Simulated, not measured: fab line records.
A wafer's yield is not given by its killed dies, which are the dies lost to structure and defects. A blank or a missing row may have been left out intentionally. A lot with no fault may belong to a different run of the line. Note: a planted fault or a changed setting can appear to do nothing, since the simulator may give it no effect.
Which tool is to blame? :: flow ritCmos :: 15 lots with 45 wafers sampled at 5 steps, on a route of 202 steps

== WHAT EACH GAUGE READ, for each wafer ==
RIT_FOX2_THK_MEAS_90. Usual: FIELD_OXIDE_LEFT_1_THK 323 nm, standard deviation 7.9.
lot: L671
measured: day 1 23:13
on: filmMetro-03
FIELD_OXIDE_LEFT_1_THK (nm): 329 327 327
flag: 

lot: L672
measured: day 2 07:37
on: filmMetro-03
FIELD_OXIDE_LEFT_1_THK (nm): 327 317 319
flag: 

lot: L673
measured: day 2 09:19
on: filmMetro-03
FIELD_OXIDE_LEFT_1_THK (nm): 313 323 317
flag: 

lot: L674
measured: day 2 14:29
on: filmMetro-03
FIELD_OXIDE_LEFT_1_THK (nm): 322 321 322
flag: 

lot: L675
measured: day 2 20:52
on: filmMetro-03
FIELD_OXIDE_LEFT_1_THK (nm): 308 312 312
flag: 

lot: L678
measured: day 3 07:57
on: filmMetro-03
FIELD_OXIDE_LEFT_1_THK (nm): 316 314 310
flag: 

lot: L679
measured: day 3 13:14
on: filmMetro-04
FIELD_OXIDE_LEFT_1_THK (nm): 332 332 327
flag: 

lot: L681
measured: day 3 23:59
on: filmMetro-03
FIELD_OXIDE_LEFT_1_THK (nm): 316 314 314
flag: 

lot: L683
measured: day 4 13:08
on: filmMetro-01
FIELD_OXIDE_LEFT_1_THK (nm): 317 320 317
flag: 

lot: L685
measured: day 4 23:07
on: filmMetro-03
FIELD_OXIDE_LEFT_1_THK (nm): 327 328 328
flag: 

lot: L686
measured: day 5 04:24
on: filmMetro-04
FIELD_OXIDE_LEFT_1_THK (nm): 320 316 323
flag: 

lot: L689
measured: day 5 21:42
on: filmMetro-04
FIELD_OXIDE_LEFT_1_THK (nm): 317 315 313
flag: 

lot: L690
measured: day 6 01:41
on: filmMetro-04
FIELD_OXIDE_LEFT_1_THK (nm): 330 327 331
flag: 

lot: L693
measured: day 6 15:26
on: filmMetro-01
FIELD_OXIDE_LEFT_1_THK (nm): 317 323 313
flag: 

lot: L694
measured: day 6 19:16
on: filmMetro-04
FIELD_OXIDE_LEFT_1_THK (nm): 330 333 332
flag: 

RIT_NRETRO_OVL_MEAS_06. Usual: NRETRO_OVL 1.6 nm, standard deviation 1.4.
lot: L671
measured: day 2 09:56
on: overlay-02
NRETRO_OVL (nm): 2.9 2.5 3.3
flag: 

lot: L672
measured: day 2 19:48
on: overlay-02
NRETRO_OVL (nm): 3.3 2.8 2.4
flag: 

lot: L673
measured: day 2 20:04
on: overlay-01
NRETRO_OVL (nm): 0.8 0.8 1.5
flag: 

lot: L674
measured: day 3 01:57
on: overlay-01
NRETRO_OVL (nm): 1.2 1.6 2.1
flag: 

lot: L675
measured: day 3 06:52
on: overlay-02
NRETRO_OVL (nm): 1.9 2.2 1.1
flag: 

lot: L678
measured: day 3 17:49
on: overlay-02
NRETRO_OVL (nm): 2.7 1.8 3.8
flag: 

lot: L679
measured: day 3 23:01
on: overlay-02
NRETRO_OVL (nm): 1.8 2.7 2.0
flag: 

lot: L681
measured: day 4 12:08
on: overlay-02
NRETRO_OVL (nm): 0.4 1.5 0.9
flag: 

lot: L683
measured: day 5 02:10
on: overlay-02
NRETRO_OVL (nm): 1.1 1.0 0.2
flag: 

lot: L685
measured: day 5 09:02
on: overlay-01
NRETRO_OVL (nm): -0.4 0.9 1.0
flag: 

lot: L686
measured: day 5 16:20
on: overlay-01
NRETRO_OVL (nm): 1.2 3.4 1.6
flag: 

lot: L689
measured: day 6 09:21
on: overlay-01
NRETRO_OVL (nm): 3.2 3.3 2.0
flag: 

lot: L690
measured: day 6 12:30
on: overlay-01
NRETRO_OVL (nm): 0.3 2.9 3.2
flag: 

lot: L693
measured: day 7 02:30
on: overlay-02
NRETRO_OVL (nm): 0.7 0.8 2.0
flag: 

lot: L694
measured: day 7 06:07
on: overlay-02
NRETRO_OVL (nm): 1.5 1.0 3.6
flag: 

RIT_GATE_CD_MEAS_16 targets a cd of 150 nm. Usual: cdNm reads 151 nm (standard deviation 3.1).
lot: L671
measured: day 2 22:38
on: cdSem-01
cdNm (nm): 151 153 152
flag: 

lot: L672
measured: day 3 03:14
on: cdSem-02
cdNm (nm): 151 150 151
flag: 

lot: L673
measured: day 3 03:31
on: cdSem-01
cdNm (nm): 150 151 150
flag: 

lot: L674
measured: day 3 12:15
on: cdSem-01
cdNm (nm): 152 152 149
flag: 

lot: L675
measured: day 3 15:40
on: cdSem-02
cdNm (nm): 152 153 150
flag: 

lot: L678
measured: day 4 00:49
on: cdSem-02
cdNm (nm): 63 63 63
flag: OFF

lot: L679
measured: day 4 08:30
on: cdSem-02
cdNm (nm): 66 72 68
flag: OFF

lot: L681
measured: day 5 02:28
on: cdSem-02
cdNm (nm): 83 84 83
flag: OFF

lot: L683
measured: day 5 14:43
on: cdSem-01
cdNm (nm): 152 151 153
flag: 

lot: L685
measured: day 5 23:12
on: cdSem-01
cdNm (nm): 151 152 149
flag: 

lot: L686
measured: day 6 02:57
on: cdSem-01
cdNm (nm): 152 150 150
flag: 

lot: L689
measured: day 6 17:55
on: cdSem-02
cdNm (nm): 146 145 145
flag: 

lot: L690
measured: day 6 21:21
on: cdSem-01
cdNm (nm): 153 152 151
flag: 

lot: L693
measured: day 7 10:22
on: cdSem-01
cdNm (nm): 150 151 153
flag: 

lot: L694
measured: day 7 13:50
on: cdSem-01
cdNm (nm): 151 147 144
flag: 

RIT_NLDD_TW_MEAS_10. Usual: NLDD_TW 2497, standard deviation 15.
lot: L671
measured: day 3 04:25
on: filmMetro-03
NLDD_TW: 2519 2512 2521
flag: 

lot: L672
measured: day 3 08:55
on: filmMetro-03
NLDD_TW: 2504 2510 2517
flag: 

lot: L673
measured: day 3 09:08
on: filmMetro-02
NLDD_TW: 2494 2499 2513
flag: 

lot: L674
measured: day 3 17:45
on: filmMetro-04
NLDD_TW: 2465 2469 2471
flag: 

lot: L675
measured: day 3 20:50
on: filmMetro-02
NLDD_TW: 2496 2489 2506
flag: 

lot: L683
measured: day 5 22:58
on: filmMetro-04
NLDD_TW: 2493 2493 2484
flag: 

lot: L685
measured: day 6 05:08
on: filmMetro-02
NLDD_TW: 2494 2482 2487
flag: 

lot: L686
measured: day 6 08:14
on: filmMetro-03
NLDD_TW: 2508 2511 2510
flag: 

lot: L689
measured: day 6 23:10
on: filmMetro-03
NLDD_TW: 2498 2501 2503
flag: 

lot: L690
measured: day 7 03:44
on: filmMetro-04
NLDD_TW: 2458 2473 2474
flag: 

lot: L693
measured: day 7 16:37
on: filmMetro-02
NLDD_TW: 2512 2520 2502
flag: 

lot: L694
measured: day 7 19:13
on: filmMetro-04
NLDD_TW: 2492 2473 2477
flag: 

== WHAT TOOL EACH LOT RAN ON (gives the tool, then ch and the chambers of the sampled wafers, and finally the start) ==
lot: L671
RIT_GATE_COAT_11: lithoTrack-04 ch 0, day 2 21:40

lot: L672
RIT_GATE_COAT_11: lithoTrack-01 ch 0, day 3 02:32

lot: L673
RIT_GATE_COAT_11: lithoTrack-03 ch 0, day 3 02:32

lot: L674
RIT_GATE_COAT_11: lithoTrack-03 ch 0, day 3 11:26

lot: L675
RIT_GATE_COAT_11: lithoTrack-03 ch 0, day 3 14:56

lot: L678
RIT_GATE_COAT_11: lithoTrack-04 ch 0, day 4 00:08

lot: L679
RIT_GATE_COAT_11: lithoTrack-04 ch 0, day 4 07:40

lot: L681
RIT_GATE_COAT_11: lithoTrack-04 ch 0, day 5 01:36

lot: L683
RIT_GATE_COAT_11: lithoTrack-01 ch 0, day 5 14:01

lot: L685
RIT_GATE_COAT_11: lithoTrack-01 ch 0, day 5 22:11

lot: L686
RIT_GATE_COAT_11: lithoTrack-03 ch 0, day 6 02:07

lot: L689
RIT_GATE_COAT_11: lithoTrack-03 ch 0, day 6 17:04

lot: L690
RIT_GATE_COAT_11: lithoTrack-03 ch 0, day 6 20:22

lot: L693
RIT_GATE_COAT_11: lithoTrack-04 ch 0, day 7 09:32

lot: L694
RIT_GATE_COAT_11: lithoTrack-03 ch 0, day 7 12:55
- RIT_GATE_COAT_11: resist thk 850 nm.

== AS READ BY THE TOOLS THEMSELVES (means over the sampled wafers that have a number; for cases with no such wafer, the mark the record gives instead) ==
RIT_GATE_COAT_11. Usual: spinSpeedRpm reads 4206.8 rpm (standard deviation 2.8).
lot: L671
tool: lithoTrack-04
spinSpeedRpm (rpm): 4204.9
flag: 

lot: L672
tool: lithoTrack-01
spinSpeedRpm (rpm): 4204.7
flag: 

lot: L673
tool: lithoTrack-03
spinSpeedRpm (rpm): 4206.7
flag: 

lot: L674
tool: lithoTrack-03
spinSpeedRpm (rpm): 4204.8
flag: 

lot: L675
tool: lithoTrack-03
spinSpeedRpm (rpm): 4208.6
flag: 

lot: L678
tool: lithoTrack-04
spinSpeedRpm (rpm): 4203.5
flag: 

lot: L679
tool: lithoTrack-04
spinSpeedRpm (rpm): 4208.0
flag: 

lot: L681
tool: lithoTrack-04
spinSpeedRpm (rpm): 4206.4
flag: 

lot: L683
tool: lithoTrack-01
spinSpeedRpm (rpm): 4207.5
flag: 

lot: L685
tool: lithoTrack-01
spinSpeedRpm (rpm): 4205.3
flag: 

lot: L686
tool: lithoTrack-03
spinSpeedRpm (rpm): 4206.5
flag: 

lot: L689
tool: lithoTrack-03
spinSpeedRpm (rpm): 4209.4
flag: 

lot: L690
tool: lithoTrack-03
spinSpeedRpm (rpm): 4204.5
flag: 

lot: L693
tool: lithoTrack-04
spinSpeedRpm (rpm): 4207.5
flag: 

lot: L694
tool: lithoTrack-03
spinSpeedRpm (rpm): 4205.5
flag: 

== THE ANSWER, worked out from the rows above alone ==
Rule: a lot is off if the mean of its wafers that have a number lies more than 3 standard deviations from the usual mean. Also off: a lot with no number at a reading for which 4 or more lots have one. Where the step has rows for the other lots, those lots are counted as sound. The gauges are gone through in route order, then the tools' own readings, and for those a lot's mean is taken as printed above. The first step at which some lot is off is used, and at that step the reading that is off furthest; a lot without a number counts as furthest.
Off: L678, L679, L681, at RIT_GATE_CD_MEAS_16 (cdNm).
If a tool, at a process step before that reading, ran all the lots that are off and no sound lot after the first of them, it fits. The gauges at RIT_GATE_CD_MEAS_16 are tried like those tools. Of those tried, none fits.

== WHAT HAD BEEN PUT IN BY THE SIMULATOR ==
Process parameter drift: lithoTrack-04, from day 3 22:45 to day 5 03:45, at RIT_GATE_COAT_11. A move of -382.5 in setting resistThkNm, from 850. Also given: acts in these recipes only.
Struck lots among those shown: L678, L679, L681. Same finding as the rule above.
